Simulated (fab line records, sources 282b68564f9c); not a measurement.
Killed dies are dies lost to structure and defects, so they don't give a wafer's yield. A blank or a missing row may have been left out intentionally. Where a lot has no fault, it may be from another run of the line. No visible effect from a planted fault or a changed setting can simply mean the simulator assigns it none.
Comparing a struck lot with a sound one    flow rit-cmos    15 out of 202 route steps
Sound: wafers L859.1, L859.2, L859.3. Struck: wafer L875.2 (L875.1, L875.5, from the same lot, were not struck and are left out); the cause is given at the end.
Each step with rows lists, per side, the tool, then ch with its chambers, then its first start. Under that, the readings that differ: sound wafers    struck wafers    difference of the means    sigmas: that difference in standard deviations of wafers without a fault.
alike: a reading whose means differ by less than 2 such deviations, as well as words and numbers matching on both sides. not compared: withheld readings; readings where some wafer has no value; bounds like >300 that might hide an equal value; numbers whose values overlap and for which the record gives no deviation.
The two part at a step that has a row with sigmas, a row that says differs or no value, or rows on one side only. Non-overlapping numbers with no deviation appear without sigmas and do not part them. A reading that every wafer of one side lacks parts them only if that side has two wafers or more.

first, 1 step without rows for these wafers: RIT_ACTIVE_OXIDATION_01 (target thk 46.8 nm, ox time 3360 s).
RIT_ACTIVE_THK_MEAS_02:
  sound: film-metro-02 at day 1 23:38; struck: film-metro-03 at day 5 06:03
reading                sound           struck  difference  sigmas
ACTIVE_OXIDE_THK (nm)  44.7 44.8 45.3  47.1    +2.2        +3
then, 1 step without rows for these wafers: RIT_ACTIVE_CVD_03 (deposits Si3N4 from SiH2Cl2/NH3, target thk 150 nm, time 1500 s).
RIT_ACTIVE_THK_MEAS_04:
  sound: film-metro-01 at day 2 01:07; struck: film-metro-02 at day 5 07:32
  alike: ACTIVE_NITRIDE_THK
then, 6 steps without rows for these wafers: RIT_ACTIVE_HMDS_05 (prime time 60 s); RIT_ACTIVE_COAT_06 (resist thk 1000 nm); RIT_ACTIVE_SOFTBAKE_07 (time 60 s); RIT_ACTIVE_EXPOSE_08 (exposes mask M1, target cd 1400 nm); RIT_ACTIVE_PEB_09; RIT_ACTIVE_DEVELOP_10 (develop time 50 s).
RIT_ACTIVE_CD_MEAS_11: the cd target is 1400 nm.
  sound: cd-sem-01 at day 2 02:01; struck: cd-sem-01 at day 5 11:00
  alike: cd-nm
then, 1 step without rows for these wafers: RIT_ACTIVE_HARDBAKE_12 (time 60 s).
RIT_ACTIVE_ETCH_13: etches Si3N4 in SF6, stops on SiO2, time 210 s, target depth 210 nm.
  sound on rie-diel-04 ch 0,1,3, day 2 02:17; struck on rie-diel-04 ch 3, day 5 11:31
reading                                      sound                 struck  difference  sigmas
chamber-pressure-mTorr (mTorr)               259.79 260.24 259.70  130.14  -129.77     -99 or more
model.NOVOLAK_of_ACTIVE_COAT_06.thk-nm (nm)  653 665.2 659.1       679.7   +20.6       
  alike: drypump-motor-current-A, oes-product-au, throttle-valve-pct
  not compared: rf-hours-counter-h
RIT_ACTIVE_STRIP_14: strips in O2, time 180 s.
  sound on plasma-asher-03 ch 0,1, day 2 02:25; struck on plasma-asher-02 ch 0, day 5 11:40
  alike: drypump-motor-current-A
  not compared: rf-hours-counter-h
-- the record jumps here: 2 days lie between the struck wafers' starts before and after (it left off in module ACTIVE and takes up again in module M1, whose first step shown is number 202 of the route) --
RIT_M1_PROBE_99:
  sound: prober-02 at day 5 05:49; struck: prober-01 at day 7 14:56
reading       sound  struck  difference  sigmas
killed-short  2 1 3  6       +4          +2
  alike: killed-at-contacts, killed-at-front-end, killed-dies, killed-on-rim, killed-open

## WHERE THEY PART
Earliest at RIT_ACTIVE_THK_MEAS_02; latest, in this record, at RIT_M1_PROBE_99.

WHY: whatever the simulator had introduced
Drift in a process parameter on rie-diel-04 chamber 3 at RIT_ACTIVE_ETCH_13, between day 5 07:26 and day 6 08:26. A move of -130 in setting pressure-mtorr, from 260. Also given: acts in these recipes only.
